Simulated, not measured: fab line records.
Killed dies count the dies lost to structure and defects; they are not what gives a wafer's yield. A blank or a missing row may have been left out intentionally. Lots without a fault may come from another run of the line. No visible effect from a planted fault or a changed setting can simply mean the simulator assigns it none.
The tool behind it: which one? | flow berkeleyCmos170 | 12 lots with 36 wafers sampled at 5 steps, on a route of 331 steps

== WHAT EACH GAUGE READ, for each wafer ==
UCB170_NSD_CD_MEAS_06: target cd 1200 nm.
lot  | measured     | on       | cdNm (nm)
L762 | day 8 06:47  | cdSem-02 | 1199.4 1198.8 1200.2
L763 | day 8 06:29  | cdSem-01 | 1198.5 1197.2 1196.6
L767 | day 9 06:50  | cdSem-01 | 1231.6 1202.5 1221.5
L768 | day 9 06:12  | cdSem-01 | 1215.5 1229.6 1200.2
L778 | day 10 21:28 | cdSem-01 | 1201.9 1202.8 1203.0
L780 | day 11 22:44 | cdSem-01 | 1203.0 1202.2 1202.2
L779 | day 11 23:35 | cdSem-01 | 1200.2 1200.0 1201.3
L781 | day 12 06:39 | cdSem-01 | 1200.0 1201.5 1201.3
L782 | day 11 23:21 | cdSem-02 | 1199.8 1199.6 1200.2
L783 | day 12 05:53 | cdSem-01 | 1201.3 1201.3 1200.3
L784 | day 11 23:52 | cdSem-02 | 1198.5 1199.0 1198.1
L785 | day 12 06:35 | cdSem-02 | 1200.6 1200.7 1201.0

== EACH LOT AND THE TOOL THAT RAN IT (in order: tool; ch and the chambers of the sampled wafers; start) ==
lot  | UCB170_ZERO_STRIP_07               | UCB170_NWELL_ETCH_13             | UCB170_GATE_STRIP_16                | UCB170_NSD_EXPOSE_03
L762 | plasmaAsher-03 ch 0,1, day 1 22:46 | rieDiel-01 ch 1,2,3, day 2 15:56 | plasmaAsher-04 ch 0,1, day 7 17:17  | krfScanner-02 ch 0, day 8 05:42
L763 | plasmaAsher-01 ch 0,1, day 2 05:22 | rieDiel-01 ch 0,2,3, day 2 21:20 | plasmaAsher-01 ch 0,1, day 7 17:02  | krfScanner-01 ch 0, day 8 05:26
L767 | plasmaAsher-03 ch 0,1, day 3 01:05 | rieDiel-01 ch 1,2,3, day 3 14:38 | plasmaAsher-01 ch 1, day 8 17:57    | krfScanner-01 ch 0, day 9 05:50
L768 | plasmaAsher-01 ch 0,1, day 3 01:22 | rieDiel-04 ch 0,2,3, day 3 14:31 | plasmaAsher-02 ch 0,1, day 8 17:35  | krfScanner-01 ch 0, day 9 05:25
L778 | plasmaAsher-03 ch 0,1, day 5 07:26 | rieDiel-01 ch 0,1, day 6 00:23   | plasmaAsher-01 ch 0,1, day 10 07:02 | krfScanner-02 ch 0, day 10 20:44
L780 | plasmaAsher-03 ch 0,1, day 5 13:04 | rieDiel-01 ch 1,3, day 6 12:17   | plasmaAsher-01 ch 0,1, day 11 08:31 | krfScanner-02 ch 0, day 11 22:21
L779 | plasmaAsher-04 ch 0,1, day 5 13:20 | rieDiel-02 ch 0,1,2, day 6 12:32 | plasmaAsher-04 ch 0,1, day 11 08:48 | krfScanner-02 ch 0, day 11 22:49
L781 | plasmaAsher-04 ch 0,1, day 6 02:08 | rieDiel-04 ch 0,1,3, day 6 19:22 | plasmaAsher-04 ch 0,1, day 11 13:07 | krfScanner-02 ch 0, day 12 06:05
L782 | plasmaAsher-03 ch 0,1, day 6 02:25 | rieDiel-04 ch 0,3, day 6 20:14   | plasmaAsher-02 ch 0,1, day 11 09:11 | krfScanner-01 ch 0, day 11 22:37
L783 | plasmaAsher-03 ch 0,1, day 6 11:00 | rieDiel-01 ch 0,1,3, day 7 00:51 | plasmaAsher-02 ch 1, day 11 12:48   | krfScanner-02 ch 0, day 12 05:29
L784 | plasmaAsher-01 ch 0,1, day 6 11:14 | rieDiel-02 ch 0,3, day 7 01:34   | plasmaAsher-02 ch 0,1, day 11 08:32 | krfScanner-02 ch 0, day 11 22:56
L785 | plasmaAsher-04 ch 0,1, day 6 19:09 | rieDiel-01 ch 0,1,2, day 7 12:56 | plasmaAsher-01 ch 0,1, day 11 19:39 | krfScanner-02 ch 0, day 12 05:52
- UCB170_ZERO_STRIP_07: strips in O2.
- UCB170_NWELL_ETCH_13: etches Si3N4 in CH3F/Ar/O2, stops on SiO2, target depth 246.4 nm, time 154 s.
- UCB170_GATE_STRIP_16: strips in O2.
- UCB170_NSD_EXPOSE_03: exposes mask NSELECT MOD, target cd 1200 nm.

== WHAT THE TOOLS THEMSELVES READ (means of the sampled wafers that have a number; where no wafer has one, the mark that the record gives instead) ==
UCB170_ZERO_STRIP_07.
lot  | tool           | drypumpMotorCurrentA (A) | o2FlowSccm (sccm) | oesProductAu (a.u.) | stripTimeToEndpointS (s)
L762 | plasmaAsher-03 | 6.0                      | 400.1             | 0.724               | 21.47
L763 | plasmaAsher-01 | 5.6                      | 400.4             | 0.725               | 21.45
L767 | plasmaAsher-03 | 5.5                      | 400.0             | 0.725               | 21.43
L768 | plasmaAsher-01 | 5.6                      | 400.8             | 0.725               | 21.44
L778 | plasmaAsher-03 | 6.0                      | 401.2             | 0.725               | 21.55
L780 | plasmaAsher-03 | 6.0                      | 399.5             | 0.726               | 21.49
L779 | plasmaAsher-04 | 5.1                      | 398.7             | 0.728               | 21.54
L781 | plasmaAsher-04 | 5.3                      | 400.5             | 0.731               | 21.41
L782 | plasmaAsher-03 | 6.0                      | 400.0             | 0.730               | 21.53
L783 | plasmaAsher-03 | 6.0                      | 398.0             | 0.725               | 21.64
L784 | plasmaAsher-01 | 5.6                      | 399.9             | 0.724               | 21.49
L785 | plasmaAsher-04 | 5.3                      | 399.6             | 0.728               | 21.56

UCB170_NWELL_ETCH_13.
lot  | tool       | drypumpMotorCurrentA (A) | oesProductAu (a.u.) | throttleValvePct (%)
L762 | rieDiel-01 | 6.0                      | 0.952               | 8.05
L763 | rieDiel-01 | 6.2                      | 0.953               | 8.06
L767 | rieDiel-01 | 6.0                      | 0.952               | 8.04
L768 | rieDiel-04 | 5.7                      | 0.934               | 8.00
L778 | rieDiel-01 | 5.8                      | 0.963               | 8.10
L780 | rieDiel-01 | 6.3                      | 0.965               | 7.90
L779 | rieDiel-02 | 5.8                      | 0.917               | 8.11
L781 | rieDiel-04 | 6.0                      | 0.945               | 8.00
L782 | rieDiel-04 | 5.7                      | 0.928               | 8.00
L783 | rieDiel-01 | 6.2                      | 0.967               | 8.01
L784 | rieDiel-02 | 5.8                      | 0.932               | 7.94
L785 | rieDiel-01 | 5.8                      | 0.951               | 8.14

UCB170_GATE_STRIP_16.
lot  | tool           | drypumpMotorCurrentA (A) | o2FlowSccm (sccm) | oesProductAu (a.u.)
L762 | plasmaAsher-04 | 5.3                      | 400.7             | 0.725
L763 | plasmaAsher-01 | 6.0                      | 400.9             | 0.724
L767 | plasmaAsher-01 | 5.1                      | 399.1             | 0.721
L768 | plasmaAsher-02 | 6.0                      | 399.6             | 0.726
L778 | plasmaAsher-01 | 6.0                      | 400.1             | 0.727
L780 | plasmaAsher-01 | 6.0                      | 399.9             | 0.726
L779 | plasmaAsher-04 | 5.3                      | 399.6             | 0.725
L781 | plasmaAsher-04 | 5.1                      | 399.8             | 0.724
L782 | plasmaAsher-02 | 6.1                      | 400.1             | 0.721
L783 | plasmaAsher-02 | 6.0                      | 400.8             | 0.725
L784 | plasmaAsher-02 | 6.1                      | 399.7             | 0.723
L785 | plasmaAsher-01 | 6.0                      | 399.9             | 0.719

UCB170_NSD_EXPOSE_03.
lot  | tool          | exposureDoseMJCm2 | stageVelMmS (mm/s)
L762 | krfScanner-02 | 30.010            | 499.59
L763 | krfScanner-01 | 30.021            | 499.81
L767 | krfScanner-01 | 29.500            | 499.90
L768 | krfScanner-01 | 29.533            | 500.13
L778 | krfScanner-02 | 29.997            | 499.96
L780 | krfScanner-02 | 29.999            | 499.99
L779 | krfScanner-02 | 29.988            | 500.08
L781 | krfScanner-02 | 29.958            | 499.79
L782 | krfScanner-01 | 29.978            | 500.16
L783 | krfScanner-02 | 29.986            | 500.02
L784 | krfScanner-02 | 29.965            | 499.94
L785 | krfScanner-02 | 29.997            | 499.83

== THE ANSWER, worked out from the rows above alone ==
Rule: what is usual is taken from the lots themselves. Put in order of their means at a reading, lots are off if they are a third of the lots or fewer, leave a main group of 4 or more, and stand apart from it by a gap of 3 or more times the standard deviation of the main group's means; of several such gaps the widest counts. A main group is skipped when, at the precision printed for the reading in the tables above, its means are all equal. Also off: a lot with no number at a reading for which 4 or more lots have one. The other lots that the step has rows for count as sound. After the gauges, taken in route order, come the tools' own readings; for these a lot's mean is taken, as printed above. The first step at which some lot is off is used, and at that step the reading that is off furthest; a lot without a number counts as furthest.
Off at UCB170_NSD_CD_MEAS_06 (cdNm): L767, L768. Main group: mean 1200.3 nm, sd 1.5.
A tool fits if, at a process step before that reading, it ran every lot that is off, and no sound lot after the first of them. Not tried: the gauges at UCB170_NSD_CD_MEAS_06; whatever is off there is also off at UCB170_NSD_EXPOSE_03, on other tools, and gauge error can't account for it. Of those tried, none fits.

== WHAT THE SIMULATOR HAD INSERTED ==
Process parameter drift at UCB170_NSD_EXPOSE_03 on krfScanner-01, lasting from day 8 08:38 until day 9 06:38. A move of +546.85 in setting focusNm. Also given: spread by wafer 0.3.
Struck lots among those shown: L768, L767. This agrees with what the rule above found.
